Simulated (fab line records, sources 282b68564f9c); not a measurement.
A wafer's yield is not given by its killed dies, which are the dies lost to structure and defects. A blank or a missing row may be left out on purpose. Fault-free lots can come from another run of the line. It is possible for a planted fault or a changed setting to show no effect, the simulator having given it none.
Which tool was responsible? | flow rit-cmos | 14 lots, 42 wafers sampled, at 4 steps of a route of 202

== WHAT EACH GAUGE READ, for each wafer ==
RIT_PRETRO_TW_MEAS_10.
lot  | measured    | on            | PRETRO_TW
L271 | day 2 14:25 | film-metro-01 | 483 484 485
L272 | day 2 18:01 | film-metro-02 | 467 469 464
L273 | day 3 00:04 | film-metro-03 | 476 479 476
L274 | day 3 07:05 | film-metro-01 | 487 485 486
L276 | day 3 17:16 | film-metro-03 | 477 480 480
L281 | day 4 17:41 | film-metro-03 | 475 478 476
L282 | day 5 06:20 | film-metro-03 | 476 474 475
L283 | day 5 11:04 | film-metro-03 | 474 474 473
L285 | day 5 17:35 | film-metro-02 | 470 472 470
L286 | day 5 21:47 | film-metro-03 | 475 476 475
L287 | day 6 02:22 | film-metro-03 | 475 477 476
L289 | day 6 10:17 | film-metro-02 | 469 472 473
L291 | day 6 18:23 | film-metro-03 | 478 477 477
L293 | day 7 05:27 | film-metro-02 | 472 470 468

RIT_M1_THK_MEAS_02: measures by xrf.
lot  | measured    | on            | M1_AL_THK (nm)
L271 | day 3 14:17 | film-metro-01 | 389 390 391
L272 | day 3 16:52 | film-metro-01 | 389 383 386
L273 | day 4 00:34 | film-metro-04 | 388 393 391
L274 | day 4 06:01 | film-metro-04 | 384 389 385
L276 | day 4 16:55 | film-metro-01 | 381 379 380
L281 | day 5 19:01 | film-metro-01 | 382 383 381
L282 | day 6 07:56 | film-metro-04 | 395 403 395
L283 | day 6 09:20 | film-metro-04 | 395 392 392
L285 | day 6 20:19 | film-metro-04 | 390 387 390
L286 | day 7 01:52 | film-metro-04 | 399 391 394
L287 | day 6 23:53 | film-metro-03 | 388 393 387
L289 | day 7 10:17 | film-metro-01 | 383 380 384
L291 | day 7 16:28 | film-metro-03 | 385 387 392
L293 | day 8 02:27 | film-metro-01 | 382 386 381

== WHAT TOOL EACH LOT RAN ON (gives the tool, then ch and the chambers of the sampled wafers, and finally the start) ==
lot  | RIT_PWELL_STRIP_09                  | RIT_PRETRO_COAT_01
L271 | plasma-asher-02 ch 0,1, day 2 05:02 | litho-track-04 ch 0, day 2 12:56
L272 | plasma-asher-02 ch 0,1, day 2 09:07 | litho-track-02 ch 0, day 2 16:41
L273 | plasma-asher-02 ch 0,1, day 2 14:28 | litho-track-02 ch 0, day 2 22:45
L274 | plasma-asher-04 ch 0,1, day 2 22:17 | litho-track-02 ch 0, day 3 05:37
L276 | plasma-asher-04 ch 0,1, day 3 07:27 | litho-track-02 ch 0, day 3 15:49
L281 | plasma-asher-02 ch 0,1, day 4 05:15 | litho-track-01 ch 0, day 4 16:13
L282 | plasma-asher-04 ch 0,1, day 4 18:08 | litho-track-01 ch 0, day 5 04:55
L283 | plasma-asher-01 ch 0,1, day 5 00:31 | litho-track-02 ch 0, day 5 09:36
L285 | plasma-asher-04 ch 0,1, day 5 07:29 | litho-track-04 ch 0, day 5 16:15
L286 | plasma-asher-01 ch 0,1, day 5 13:05 | litho-track-04 ch 0, day 5 20:20
L287 | plasma-asher-01 ch 0,1, day 5 15:05 | litho-track-02 ch 0, day 6 01:01
L289 | plasma-asher-02 ch 0,1, day 6 00:02 | litho-track-02 ch 0, day 6 08:58
L291 | plasma-asher-01 ch 1, day 6 08:59   | litho-track-04 ch 0, day 6 17:00
L293 | plasma-asher-02 ch 0,1, day 6 20:34 | litho-track-04 ch 0, day 7 04:10
- RIT_PWELL_STRIP_09: strips in O2, time 180 s.
- RIT_PRETRO_COAT_01: resist thk 1300 nm.

== WHAT THE TOOLS THEMSELVES READ (means of the sampled wafers that have a number; where no wafer has one, the mark that the record gives instead) ==
RIT_PWELL_STRIP_09.
lot  | tool            | drypump-motor-current-A (A)
L271 | plasma-asher-02 | 5.62
L272 | plasma-asher-02 | 5.64
L273 | plasma-asher-02 | 5.64
L274 | plasma-asher-04 | 5.56
L276 | plasma-asher-04 | 5.58
L281 | plasma-asher-02 | 5.65
L282 | plasma-asher-04 | 5.57
L283 | plasma-asher-01 | 5.74
L285 | plasma-asher-04 | 5.58
L286 | plasma-asher-01 | 5.68
L287 | plasma-asher-01 | 5.69
L289 | plasma-asher-02 | 5.64
L291 | plasma-asher-01 | 5.76
L293 | plasma-asher-02 | 5.64

RIT_PRETRO_COAT_01.
lot  | tool           | spin-speed-rpm (rpm)
L271 | litho-track-04 | 1998.9
L272 | litho-track-02 | 2001.1
L273 | litho-track-02 | 2001.3
L274 | litho-track-02 | 1999.9
L276 | litho-track-02 | 1999.9
L281 | litho-track-01 | 1829.2
L282 | litho-track-01 | 1829.0
L283 | litho-track-02 | 1998.8
L285 | litho-track-04 | 2000.9
L286 | litho-track-04 | 1999.8
L287 | litho-track-02 | 2001.4
L289 | litho-track-02 | 1999.7
L291 | litho-track-04 | 2000.7
L293 | litho-track-04 | 2000.7

== THE ANSWER, worked out from the rows above alone ==
Rule: the lots themselves supply what counts as usual. The widest of any qualifying gaps counts: lots, ordered by their means at a reading, are off when they make up no more than a third of the lots, leave a main group of 4 or more, and stand apart from it by 3 or more times the standard deviation of that group's means. A main group whose means are all the same, to the digits that the tables above print for the reading, isn't used. Also off: a lot with no number at a reading for which 4 or more lots have one. Any other lot the step has rows for is counted as sound. After the gauges, taken in route order, come the tools' own readings; for these a lot's mean is taken, as printed above. At the first step where some lot is off, the reading lying furthest off is the one used; lots without a number count as furthest.
Off at RIT_PRETRO_COAT_01 (spin-speed-rpm): L281, L282. Mean 2000.3 rpm and standard deviation 0.85 in the main group.
A tool fits if, at that step or a process step before it, it ran every lot that is off, and no sound lot after the first of them. One fits: litho-track-01 at RIT_PRETRO_COAT_01. It ran no sound lot before its first lot that is off in this sample, so the start can't be narrowed down.
On the lots that are off, the tool's own readings at RIT_PRETRO_COAT_01 differ by more than 5 times the standard deviation of the sound lots' means, which bears it out; spin-speed-rpm reads 1829.1 rpm there versus 2000.3 rpm on the sound lots.

== WHAT WAS PUT IN BY THE SIMULATOR ==
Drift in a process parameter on litho-track-01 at RIT_PRETRO_COAT_01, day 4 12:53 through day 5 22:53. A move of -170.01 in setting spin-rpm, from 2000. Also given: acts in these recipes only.
Lots struck among those shown: L281, L282. The rule above found the same.
